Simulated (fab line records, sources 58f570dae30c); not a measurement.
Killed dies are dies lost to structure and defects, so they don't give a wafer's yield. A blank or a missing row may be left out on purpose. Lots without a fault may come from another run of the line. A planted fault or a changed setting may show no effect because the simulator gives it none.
Which tool did it? | flow berkeley_cmos170 | 14 lots, 42 wafers sampled, at 4 steps of a route of 331

WHAT THE GAUGES READ, wafer by wafer
UCB170_M3_THK_MEAS_03: measures by xrf. Usual: M3_AL_THK 885 nm, standard deviation 9.2.
lot  | measured     | on            | M3_AL_THK (nm) | flag
L369 | day 9 04:05  | film_metro-01 | 886 889 894    |
L370 | day 9 02:21  | film_metro-04 | 869 868 869    |
L371 | day 9 21:59  | film_metro-03 | 887 894 898    |
L373 | day 9 17:45  | film_metro-03 | 880 885 883    |
L374 | day 9 21:53  | film_metro-04 | 889 882 885    |
L375 | day 9 22:09  | film_metro-04 | 868 870 871    |
L381 | day 11 04:13 | film_metro-04 | 886 884 883    |
L382 | day 11 04:16 | film_metro-01 | 883 885 880    |
L386 | day 13 01:44 | film_metro-01 | 890 880 879    |
L388 | day 12 23:42 | film_metro-03 | 899 899 893    |
L389 | day 13 07:28 | film_metro-01 | 868 876 876    |
L390 | day 13 09:16 | film_metro-04 | 886 884 878    |
L391 | day 13 08:59 | film_metro-04 | 879 883 884    |
L392 | day 13 18:21 | film_metro-04 | 881 884 871    |

UCB170_M3_OVL_MEAS_16. Usual: M3_OVL -1 nm, standard deviation 5.1.
lot  | measured     | on         | M3_OVL (nm) | flag
L369 | day 9 06:07  | overlay-01 | -10 -10 -6  |
L370 | day 9 04:14  | overlay-01 | -1 0 3      |
L371 | day 10 01:15 | overlay-01 | -2 -4 -8    |
L373 | day 9 20:22  | overlay-01 | -11 -9 -2   |
L374 | day 9 23:44  | overlay-01 | 9 -7 9      |
L375 | day 10 01:31 | overlay-01 | 4 0 6       |
L381 | day 11 07:27 | overlay-02 | -2 0 -2     |
L382 | day 11 06:49 | overlay-01 | 0 -3 1      |
L386 | day 13 03:29 | overlay-01 | -5 -4 -8    |
L388 | day 13 02:11 | overlay-02 | -1 -2 -3    |
L389 | day 13 09:20 | overlay-02 | 3 -3 -7     |
L390 | day 13 11:41 | overlay-01 | 7 7 -2      |
L391 | day 13 11:20 | overlay-01 | -10 -3 -10  |
L392 | day 13 20:46 | overlay-01 | 3 1 1       |

WHICH TOOL RAN EACH LOT (tool, then ch and the chambers of the sampled wafers, then the start)
lot  | UCB170_WELLDRIVE_ANNEAL_03   | UCB170_M3_STRIP_07
L369 | furnace-01 ch 0, day 4 10:08 | plasma_asher-04 ch 0,1, day 9 04:35
L370 | furnace-01 ch 0, day 4 10:08 | plasma_asher-04 ch 0,1, day 9 02:52
L371 | furnace-01 ch 0, day 4 15:29 | plasma_asher-04 ch 0,1, day 9 22:50
L373 | furnace-01 ch 0, day 5 00:00 | plasma_asher-01 ch 0,1, day 9 18:25
L374 | furnace-01 ch 0, day 5 00:00 | plasma_asher-01 ch 0,1, day 9 22:23
L375 | furnace-02 ch 0, day 5 08:04 | plasma_asher-01 ch 1, day 9 22:51
L381 | furnace-04 ch 0, day 6 17:06 | plasma_asher-03 ch 0,1, day 11 04:59
L382 | furnace-04 ch 0, day 6 21:22 | plasma_asher-04 ch 0,1, day 11 05:00
L386 | furnace-04 ch 0, day 7 21:28 | plasma_asher-03 ch 0,1, day 13 02:16
L388 | furnace-04 ch 0, day 7 21:28 | plasma_asher-03 ch 0,1, day 13 00:13
L389 | furnace-01 ch 0, day 8 16:53 | plasma_asher-01 ch 0,1, day 13 07:58
L390 | furnace-01 ch 0, day 8 16:53 | plasma_asher-01 ch 0,1, day 13 09:57
L391 | furnace-01 ch 0, day 8 16:53 | plasma_asher-03 ch 0,1, day 13 09:30
L392 | furnace-01 ch 0, day 9 01:08 | plasma_asher-01 ch 0,1, day 13 18:52
- UCB170_WELLDRIVE_ANNEAL_03: time 900 s.
- UCB170_M3_STRIP_07: strips in O2.

WHAT THE TOOLS THEMSELVES READ (means of the sampled wafers that have a number; where no wafer has one, the mark that the record gives instead)
UCB170_WELLDRIVE_ANNEAL_03. Usual: spike_tc_centre_C 1102.2 C, standard deviation 1.2; spike_tc_load_C 1127.1 C, standard deviation 2.9; spike_tc_source_C 1124.4 C, standard deviation 1.9; tube_center_temp_C 1100 C, standard deviation 0.1; tube_center_temp_C_max 1102.9, standard deviation 0.45; zone_power_source_pct 47.7 %, standard deviation 1.1.
lot  | tool       | spike_tc_centre_C (C) | spike_tc_load_C (C) | spike_tc_source_C (C) | tube_center_temp_C (C) | tube_center_temp_C_max | zone_power_source_pct (%) | flag
L369 | furnace-01 | 1101.5                | 1128.6              | 1122.1                | 1100                   | 1102.6                 | 48.1                      |
L370 | furnace-01 | 1103.0                | 1128.3              | 1122.6                | 1100                   | 1102.8                 | 47.8                      |
L371 | furnace-01 | 1101.4                | 1130.1              | 1123.0                | 1100                   | 1103.1                 | 47.9                      |
L373 | furnace-01 | 1152.2                | 1179.7              | 1174.6                | 1150                   | 1153.1                 | 53.6                      | OFF
L374 | furnace-01 | 1151.4                | 1179.4              | 1173.7                | 1150                   | 1152.9                 | 53.0                      | OFF
L375 | furnace-02 | 1101.9                | 1128.5              | 1127.1                | 1100                   | 1102.8                 | 44.9                      |
L381 | furnace-04 | 1102.9                | 1122.9              | 1125.9                | 1100                   | 1102.8                 | 47.6                      |
L382 | furnace-04 | 1102.1                | 1123.5              | 1126.3                | 1100                   | 1102.7                 | 48.1                      |
L386 | furnace-04 | 1103.0                | 1122.8              | 1126.1                | 1100                   | 1102.9                 | 48.5                      |
L388 | furnace-04 | 1100.6                | 1122.7              | 1125.9                | 1100                   | 1102.9                 | 48.3                      |
L389 | furnace-01 | 1100.8                | 1129.2              | 1123.4                | 1100                   | 1102.9                 | 48.0                      |
L390 | furnace-01 | 1101.2                | 1130.0              | 1123.6                | 1100                   | 1102.5                 | 48.2                      |
L391 | furnace-01 | 1102.1                | 1129.1              | 1123.2                | 1100                   | 1102.6                 | 48.3                      |
L392 | furnace-01 | 1101.7                | 1128.2              | 1123.4                | 1100                   | 1102.7                 | 48.0                      |

UCB170_M3_STRIP_07. Usual: drypump_motor_current_A 5.9 A, standard deviation 0.65; oes_product_au 0.734 a.u., standard deviation 0.0045; strip_time_to_endpoint_s 21.97 s, standard deviation 0.083.
lot  | tool            | drypump_motor_current_A (A) | oes_product_au (a.u.) | strip_time_to_endpoint_s (s) | flag
L369 | plasma_asher-04 | 5.6                         | 0.731                 | 21.89                        |
L370 | plasma_asher-04 | 5.9                         | 0.729                 | 21.92                        |
L371 | plasma_asher-04 | 5.9                         | 0.732                 | 21.96                        |
L373 | plasma_asher-01 | 5.8                         | 0.730                 | 21.93                        |
L374 | plasma_asher-01 | 5.8                         | 0.736                 | 22.08                        |
L375 | plasma_asher-01 | 4.9                         | 0.737                 | 21.88                        |
L381 | plasma_asher-03 | 6.7                         | 0.737                 | 21.91                        |
L382 | plasma_asher-04 | 5.9                         | 0.738                 | 21.87                        |
L386 | plasma_asher-03 | 6.5                         | 0.732                 | 22.08                        |
L388 | plasma_asher-03 | 6.7                         | 0.732                 | 21.90                        |
L389 | plasma_asher-01 | 5.4                         | 0.735                 | 21.85                        |
L390 | plasma_asher-01 | 5.3                         | 0.734                 | 22.02                        |
L391 | plasma_asher-03 | 6.7                         | 0.731                 | 22.05                        |
L392 | plasma_asher-01 | 5.3                         | 0.735                 | 22.01                        |

THE ANSWER, worked out from the rows above alone
Rule: a lot is off if the mean of its wafers that have a number lies more than 3 standard deviations from the usual mean. A lot without any number at a reading at which 4 lots or more have one is off too. The other lots that the step has rows for count as sound. The gauges are gone through in route order, then the tools' own readings, and for those a lot's mean is taken as printed above. The first step at which some lot is off is used, and at that step the reading that is off furthest; a lot without a number counts as furthest.
Off: L373, L374, at UCB170_WELLDRIVE_ANNEAL_03 (tube_center_temp_C).
A tool fits if, at that step or a process step before it, it ran every lot that is off, and no sound lot after the first of them. None of those tried fits.

WHAT THE SIMULATOR HAD PUT IN
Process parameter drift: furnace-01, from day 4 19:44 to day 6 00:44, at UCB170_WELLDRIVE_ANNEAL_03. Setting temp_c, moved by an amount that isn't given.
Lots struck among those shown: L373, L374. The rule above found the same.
